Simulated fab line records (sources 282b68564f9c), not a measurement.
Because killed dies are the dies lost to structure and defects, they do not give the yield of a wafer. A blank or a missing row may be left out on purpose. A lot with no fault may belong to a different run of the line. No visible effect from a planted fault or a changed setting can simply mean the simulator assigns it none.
fab line records :: flow rit-cmos
record
  lots=6
  wafers=18
  last-day=7
route steps=202 shown GATE@96 REOX@98 NLDD@103
lots that met no fault: taken from a fault-free run of the same line
start-h: the number of hours between the record's first day and the start of the first shown wafer of the lot :: wait-h: hours since the lot's step before :: " repeats the value in the row above :: L1.1+2: several wafers, shown together as one row :: - no value present, or no start provided :: * or withheld: withheld :: < > ~ a bound
route shown NAME@n: a module of which the file shows steps, and the number in the route of the first :: usual: mean/standard deviation of fault-free wafers :: same: alike in all rows :: chamber/n: place in a boat :: sites: the reading at each site :: _std_site: how widely they spread, as a standard deviation :: _edge_site: the outer-site mean with the inner-site mean subtracted :: radius-mm: how far each site lies from the wafer's centre :: mask NAME#n: copy n :: behind: the tool/chamber that last shaped the wafer :: hold: why the lot went on hold/how many hours it stayed there/how the hold came to an end :: device: whichever transistor did not switch (one of n, p or np) :: end of line: the tests these same wafers got at the end of their route :: step lacking rows: just its recipe :: killed: at the first sort, the dies lost to defects and structure; wafer yield is something else :: map: shows each die of a wafer: x if killed, . if not, _ if none is there
set.NAME: setting as actually run; set.NAME@STEP: the setting as run at that earlier step :: model.NAME: the simulator's own value behind a step, which no gauge read
certain route steps with their lots: each step a table, each wafer a row
services: when a tool's chamber went out of use (start-h, in hours from the record's first day, below 0 if earlier), for how many hours, and the reason
## steps
# step RIT_GATE_STRIP_20
# recipe
  chemistry=O2
  time-s=180
  resist=NOVOLAK
  platen-temp-c=withheld
  power-w=500
  pressure-mtorr=4000
  o2-flow-sccm=4000
# usual
  drypump-motor-current-A=5.65/0.28
# same
  time-s=180
lot.wafer: L198.1
tool: plasma-asher-01
chamber: 1
start-h: 40.14
wait-h: 0.1
drypump-motor-current-A: 5.66
rf-hours-counter-h: 41

lot.wafer: L198.2
tool: plasma-asher-01
chamber: 0
start-h: 40.14
wait-h: 0.1
drypump-motor-current-A: 5.70
rf-hours-counter-h: 41

lot.wafer: L198.6
tool: plasma-asher-01
chamber: 1
start-h: 40.14
wait-h: 0.1
drypump-motor-current-A: 5.66
rf-hours-counter-h: -

lot.wafer: L210.3
tool: plasma-asher-02
chamber: 0
start-h: 96.44
wait-h: 0.1
drypump-motor-current-A: 5.50
rf-hours-counter-h: -

lot.wafer: L210.4
tool: plasma-asher-02
chamber: 1
start-h: 96.44
wait-h: 0.1
drypump-motor-current-A: 5.86
rf-hours-counter-h: -

lot.wafer: L210.6
tool: plasma-asher-02
chamber: 0
start-h: 96.44
wait-h: 0.1
drypump-motor-current-A: 5.47
rf-hours-counter-h: -

lot.wafer: L211.1
tool: plasma-asher-01
chamber: 0
start-h: 102.73
wait-h: 0.1
drypump-motor-current-A: 5.73
rf-hours-counter-h: 47

lot.wafer: L211.2
tool: plasma-asher-01
chamber: 1
start-h: 102.73
wait-h: 0.1
drypump-motor-current-A: 5.67
rf-hours-counter-h: 47

lot.wafer: L211.4
tool: plasma-asher-01
chamber: 0
start-h: 102.73
wait-h: 0.1
drypump-motor-current-A: 5.71
rf-hours-counter-h: -

lot.wafer: L216.1
tool: plasma-asher-02
chamber: 1
start-h: 127.55
wait-h: 0.1
drypump-motor-current-A: 5.84
rf-hours-counter-h: 49

lot.wafer: L216.4
tool: plasma-asher-02
chamber: 1
start-h: 127.55
wait-h: 0.1
drypump-motor-current-A: 5.86
rf-hours-counter-h: -

lot.wafer: L216.5
tool: plasma-asher-02
chamber: 0
start-h: 127.55
wait-h: 0.1
drypump-motor-current-A: 5.48
rf-hours-counter-h: -

lot.wafer: L217.1
tool: plasma-asher-02
chamber: 0
start-h: 133.53
wait-h: 0.1
drypump-motor-current-A: 5.48
rf-hours-counter-h: 50

lot.wafer: L217.3
tool: plasma-asher-02
chamber: 1
start-h: 133.53
wait-h: 0.1
drypump-motor-current-A: 5.85
rf-hours-counter-h: -

lot.wafer: L217.4
tool: plasma-asher-02
chamber: 0
start-h: 133.53
wait-h: 0.1
drypump-motor-current-A: 5.50
rf-hours-counter-h: -

lot.wafer: L218.3
tool: plasma-asher-01
chamber: 0
start-h: 138.46
wait-h: 0.1
drypump-motor-current-A: 5.73
rf-hours-counter-h: -

lot.wafer: L218.4
tool: plasma-asher-01
chamber: 1
start-h: 138.46
wait-h: 0.1
drypump-motor-current-A: 5.66
rf-hours-counter-h: -

lot.wafer: L218.5
tool: plasma-asher-01
chamber: 1
start-h: 138.46
wait-h: 0.1
drypump-motor-current-A: 5.66
rf-hours-counter-h: -
# step RIT_GATE_CD_MEAS_90
# recipe
  target-cd-nm=150
# usual
  cd-nm=149.6/2.6
lot.wafer: L198.1
tool: cd-sem-02
chamber: -
start-h: 40.31
wait-h: 0.1
cd-nm: 153.2

lot.wafer: L198.2
tool: cd-sem-02
chamber: -
start-h: 40.31
wait-h: 0.1
cd-nm: 151.1

lot.wafer: L198.6
tool: cd-sem-02
chamber: -
start-h: 40.31
wait-h: 0.1
cd-nm: 149.5

lot.wafer: L210.3
tool: cd-sem-01
chamber: -
start-h: 96.59
wait-h: 0.1
cd-nm: 150.0

lot.wafer: L210.4
tool: cd-sem-01
chamber: -
start-h: 96.59
wait-h: 0.1
cd-nm: 147.3

lot.wafer: L210.6
tool: cd-sem-01
chamber: -
start-h: 96.59
wait-h: 0.1
cd-nm: 149.1

lot.wafer: L211.1
tool: cd-sem-01
chamber: -
start-h: 102.91
wait-h: 0.1
cd-nm: 155.5

lot.wafer: L211.2
tool: cd-sem-01
chamber: -
start-h: 102.91
wait-h: 0.1
cd-nm: 149.4

lot.wafer: L211.4
tool: cd-sem-01
chamber: -
start-h: 102.91
wait-h: 0.1
cd-nm: 155.8

lot.wafer: L216.1
tool: cd-sem-01
chamber: -
start-h: 127.72
wait-h: 0.1
cd-nm: 150.1

lot.wafer: L216.4
tool: cd-sem-01
chamber: -
start-h: 127.72
wait-h: 0.1
cd-nm: 151.0

lot.wafer: L216.5
tool: cd-sem-01
chamber: -
start-h: 127.72
wait-h: 0.1
cd-nm: 151.0

lot.wafer: L217.1
tool: cd-sem-01
chamber: -
start-h: 133.70
wait-h: 0.1
cd-nm: 147.3

lot.wafer: L217.3
tool: cd-sem-01
chamber: -
start-h: 133.70
wait-h: 0.1
cd-nm: 147.3

lot.wafer: L217.4
tool: cd-sem-01
chamber: -
start-h: 133.70
wait-h: 0.1
cd-nm: 147.6

lot.wafer: L218.3
tool: cd-sem-01
chamber: -
start-h: 138.62
wait-h: 0.1
cd-nm: 148.5

lot.wafer: L218.4
tool: cd-sem-01
chamber: -
start-h: 138.62
wait-h: 0.1
cd-nm: 148.5

lot.wafer: L218.5
tool: cd-sem-01
chamber: -
start-h: 138.62
wait-h: 0.1
cd-nm: 147.9
# step RIT_REOX_CLEAN_00
# recipe
  chemistry=SC1
  mix=3:3:50
  time-s=600
  temp-c=75
# step RIT_REOX_CLEAN_01
# recipe
  chemistry=dHF
  dilution=50:1
  time-s=30
# step RIT_REOX_CLEAN_02
# recipe
  chemistry=SC2
  mix=3:3:50
  time-s=600
  temp-c=75
  dry=n2-spin
# step RIT_REOX_OXIDATION_03
# recipe
  temp-c=900
  ambient=O2
  target-thk-a=252
  ox-time-s=5580
# step RIT_REOX_THK_MEAS_04
# recipe
  reads=SiO2_of_REOX_OXIDATION_03
# usual
  REOX_OXIDE_THK=25.2/0.39
lot.wafer: L198.1
tool: film-metro-04
chamber: -
start-h: 43.35
wait-h: 0.0
REOX_OXIDE_THK[nm]: 25.4

lot.wafer: L198.2
tool: film-metro-04
chamber: -
start-h: 43.35
wait-h: 0.0
REOX_OXIDE_THK[nm]: 25.5

lot.wafer: L198.6
tool: film-metro-04
chamber: -
start-h: 43.35
wait-h: 0.0
REOX_OXIDE_THK[nm]: 25.1

lot.wafer: L210.3
tool: film-metro-04
chamber: -
start-h: 99.82
wait-h: 0.0
REOX_OXIDE_THK[nm]: 25.0

lot.wafer: L210.4
tool: film-metro-04
chamber: -
start-h: 99.82
wait-h: 0.0
REOX_OXIDE_THK[nm]: 25.3

lot.wafer: L210.6
tool: film-metro-04
chamber: -
start-h: 99.82
wait-h: 0.0
REOX_OXIDE_THK[nm]: 25.7

lot.wafer: L211.1
tool: film-metro-03
chamber: -
start-h: 106.08
wait-h: 0.0
REOX_OXIDE_THK[nm]: 25.0

lot.wafer: L211.2
tool: film-metro-03
chamber: -
start-h: 106.08
wait-h: 0.0
REOX_OXIDE_THK[nm]: 25.3

lot.wafer: L211.4
tool: film-metro-03
chamber: -
start-h: 106.08
wait-h: 0.0
REOX_OXIDE_THK[nm]: 25.4

lot.wafer: L216.1
tool: film-metro-03
chamber: -
start-h: 130.76
wait-h: 0.0
REOX_OXIDE_THK[nm]: 24.8

lot.wafer: L216.4
tool: film-metro-03
chamber: -
start-h: 130.76
wait-h: 0.0
REOX_OXIDE_THK[nm]: 24.4

lot.wafer: L216.5
tool: film-metro-03
chamber: -
start-h: 130.76
wait-h: 0.0
REOX_OXIDE_THK[nm]: 24.7

lot.wafer: L217.1
tool: film-metro-04
chamber: -
start-h: 136.74
wait-h: 0.0
REOX_OXIDE_THK[nm]: 24.8

lot.wafer: L217.3
tool: film-metro-04
chamber: -
start-h: 136.74
wait-h: 0.0
REOX_OXIDE_THK[nm]: 25.0

lot.wafer: L217.4
tool: film-metro-04
chamber: -
start-h: 136.74
wait-h: 0.0
REOX_OXIDE_THK[nm]: 24.6

lot.wafer: L218.3
tool: film-metro-02
chamber: -
start-h: 141.63
wait-h: 0.0
REOX_OXIDE_THK[nm]: 25.3

lot.wafer: L218.4
tool: film-metro-02
chamber: -
start-h: 141.63
wait-h: 0.0
REOX_OXIDE_THK[nm]: 24.9

lot.wafer: L218.5
tool: film-metro-02
chamber: -
start-h: 141.63
wait-h: 0.0
REOX_OXIDE_THK[nm]: 24.9
# step RIT_NLDD_HMDS_00
# recipe
  prime-time-s=60
  prime-temp-c=140
# step RIT_NLDD_COAT_01
# recipe
  resist=NOVOLAK
  spin-rpm=3250
  resist-thk-nm=1000
# step RIT_NLDD_SOFTBAKE_02
# recipe
  resist=NOVOLAK
  temp-c=90
  time-s=60
# step RIT_NLDD_EXPOSE_03
# recipe
  mask-id=M7
  na=0.57
  target-cd-nm=40700
  dose-mj=250
# step RIT_NLDD_PEB_04
# recipe
  resist=NOVOLAK
  temp-c=withheld
  time-s=withheld
# step RIT_NLDD_DEVELOP_05
# recipe
  resist=NOVOLAK
  develop-time-s=50
  dev-temp-c=23
# usual
  chill-plate-temp-C=23.00/0.11
  develop-time-s=50/0
  resist-line-temp-C=23.01/0.095
lot.wafer: L198.1
tool: litho-track-01
chamber: 0
start-h: 44
wait-h: -
chill-plate-temp-C: 22.93
develop-time-s: 50
resist-line-temp-C: 22.93

lot.wafer: L198.2
tool: litho-track-01
chamber: 0
start-h: 44
wait-h: -
chill-plate-temp-C: 22.99
develop-time-s: 50
resist-line-temp-C: 22.84

lot.wafer: L198.6
tool: litho-track-01
chamber: 0
start-h: 44
wait-h: -
chill-plate-temp-C: 22.99
develop-time-s: 50
resist-line-temp-C: 22.93

lot.wafer: L210.3
tool: litho-track-03
chamber: -
start-h: 100
wait-h: -
chill-plate-temp-C: -
develop-time-s: -
resist-line-temp-C: -

lot.wafer: L210.4
tool: litho-track-03
chamber: -
start-h: 100
wait-h: -
chill-plate-temp-C: -
develop-time-s: -
resist-line-temp-C: -

lot.wafer: L210.6
tool: litho-track-03
chamber: -
start-h: 100
wait-h: -
chill-plate-temp-C: -
develop-time-s: -
resist-line-temp-C: -

lot.wafer: L211.1
tool: litho-track-03
chamber: -
start-h: 106
wait-h: -
chill-plate-temp-C: -
develop-time-s: -
resist-line-temp-C: -

lot.wafer: L211.2
tool: litho-track-03
chamber: -
start-h: 106
wait-h: -
chill-plate-temp-C: -
develop-time-s: -
resist-line-temp-C: -

lot.wafer: L211.4
tool: litho-track-03
chamber: -
start-h: 107
wait-h: -
chill-plate-temp-C: -
develop-time-s: -
resist-line-temp-C: -

lot.wafer: L216.1
tool: litho-track-03
chamber: 0
start-h: 131
wait-h: -
chill-plate-temp-C: 23.00
develop-time-s: 50
resist-line-temp-C: 23.11

lot.wafer: L216.4
tool: litho-track-03
chamber: 0
start-h: 131
wait-h: -
chill-plate-temp-C: 23.05
develop-time-s: 50
resist-line-temp-C: 23.02

lot.wafer: L216.5
tool: litho-track-03
chamber: 0
start-h: 131
wait-h: -
chill-plate-temp-C: 23.01
develop-time-s: 50
resist-line-temp-C: 22.96

lot.wafer: L217.1
tool: litho-track-03
chamber: 0
start-h: 137
wait-h: -
chill-plate-temp-C: 22.94
develop-time-s: 50
resist-line-temp-C: 23.04

lot.wafer: L217.3
tool: litho-track-03
chamber: 0
start-h: 137
wait-h: -
chill-plate-temp-C: 22.98
develop-time-s: 50
resist-line-temp-C: 23.00

lot.wafer: L217.4
tool: litho-track-03
chamber: 0
start-h: 137
wait-h: -
chill-plate-temp-C: 22.82
develop-time-s: 50
resist-line-temp-C: 22.81

lot.wafer: L218.3
tool: litho-track-03
chamber: 0
start-h: 142
wait-h: -
chill-plate-temp-C: 22.89
develop-time-s: 50
resist-line-temp-C: 22.91

lot.wafer: L218.4
tool: litho-track-03
chamber: 0
start-h: 142
wait-h: -
chill-plate-temp-C: 23.07
develop-time-s: 50
resist-line-temp-C: 22.86

lot.wafer: L218.5
tool: litho-track-03
chamber: 0
start-h: 142
wait-h: -
chill-plate-temp-C: 22.99
develop-time-s: 50
resist-line-temp-C: 23.12
# step RIT_NLDD_OVL_MEAS_06
# usual
  NLDD_OVL=-0.4/1.5
lot.wafer: L198.1
tool: overlay-01
chamber: -
start-h: 44.30
wait-h: -
NLDD_OVL[nm]: 2.1

lot.wafer: L198.2
tool: overlay-01
chamber: -
start-h: 44.30
wait-h: -
NLDD_OVL[nm]: 0.0

lot.wafer: L198.6
tool: overlay-01
chamber: -
start-h: 44.30
wait-h: -
NLDD_OVL[nm]: 2.0

lot.wafer: L210.3
tool: overlay-01
chamber: -
start-h: 100.72
wait-h: -
NLDD_OVL[nm]: -

lot.wafer: L210.4
tool: overlay-01
chamber: -
start-h: 100.72
wait-h: -
NLDD_OVL[nm]: -

lot.wafer: L210.6
tool: overlay-01
chamber: -
start-h: 100.72
wait-h: -
NLDD_OVL[nm]: -

lot.wafer: L211.1
tool: overlay-02
chamber: -
start-h: 107.08
wait-h: -
NLDD_OVL[nm]: -

lot.wafer: L211.2
tool: overlay-02
chamber: -
start-h: 107.08
wait-h: -
NLDD_OVL[nm]: -

lot.wafer: L211.4
tool: overlay-02
chamber: -
start-h: 107.08
wait-h: -
NLDD_OVL[nm]: -

lot.wafer: L216.1
tool: overlay-01
chamber: -
start-h: 131.79
wait-h: -
NLDD_OVL[nm]: 1.5

lot.wafer: L216.4
tool: overlay-01
chamber: -
start-h: 131.79
wait-h: -
NLDD_OVL[nm]: 1.9

lot.wafer: L216.5
tool: overlay-01
chamber: -
start-h: 131.79
wait-h: -
NLDD_OVL[nm]: 2.6

lot.wafer: L217.1
tool: overlay-01
chamber: -
start-h: 137.65
wait-h: -
NLDD_OVL[nm]: 1.3

lot.wafer: L217.3
tool: overlay-01
chamber: -
start-h: 137.65
wait-h: -
NLDD_OVL[nm]: 2.0

lot.wafer: L217.4
tool: overlay-01
chamber: -
start-h: 137.65
wait-h: -
NLDD_OVL[nm]: 2.0

lot.wafer: L218.3
tool: overlay-02
chamber: -
start-h: 142.66
wait-h: -
NLDD_OVL[nm]: 1.8

lot.wafer: L218.4
tool: overlay-02
chamber: -
start-h: 142.66
wait-h: -
NLDD_OVL[nm]: 1.9

lot.wafer: L218.5
tool: overlay-02
chamber: -
start-h: 142.66
wait-h: -
NLDD_OVL[nm]: 1.6
## services
tool: plasma-asher-01
chamber: -
start-h: 108.75
hours: 9.0
kind: pm

tool: plasma-asher-01
chamber: 0
start-h: 108.75
hours: 9.0
kind: vent-cycle

tool: plasma-asher-01
chamber: 1
start-h: 108.75
hours: 9.0
kind: vent-cycle

tool: plasma-asher-01
chamber: 0
start-h: 117.75
hours: -
kind: clean

tool: plasma-asher-01
chamber: 1
start-h: 117.75
hours: -
kind: clean
## key
first-sign
  step=RIT_NLDD_DEVELOP_05
  reading=tool-record
  direction=missing
effect none on later readings
met-at RIT_NLDD_DEVELOP_05
struck-wafers L210.3,L210.4,L210.6,L211.1,L211.2,L211.4
sort-left-out L210.3,L210.4,L210.6,L211.1,L211.2,L211.4
tester-left-out L210,L211
fault
  kind=skipped-step-whole
  tool=litho-track-03
  chamber=-
  onset-h=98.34
  steps=RIT_NLDD_DEVELOP_05
  scope=struck-lots-only
# tester-left-out: of these lots the tester's yield and bins aren't shown, on N5 and GAA mostly nor the transistor test; their killed dies are dies lost to structure and defects alone, not to doping, threshold or leakage, so they don't give the yield
# sort-left-out: the simulated sort isn't trusted on such a fault, so these wafers' sort isn't shown, and their yield isn't known
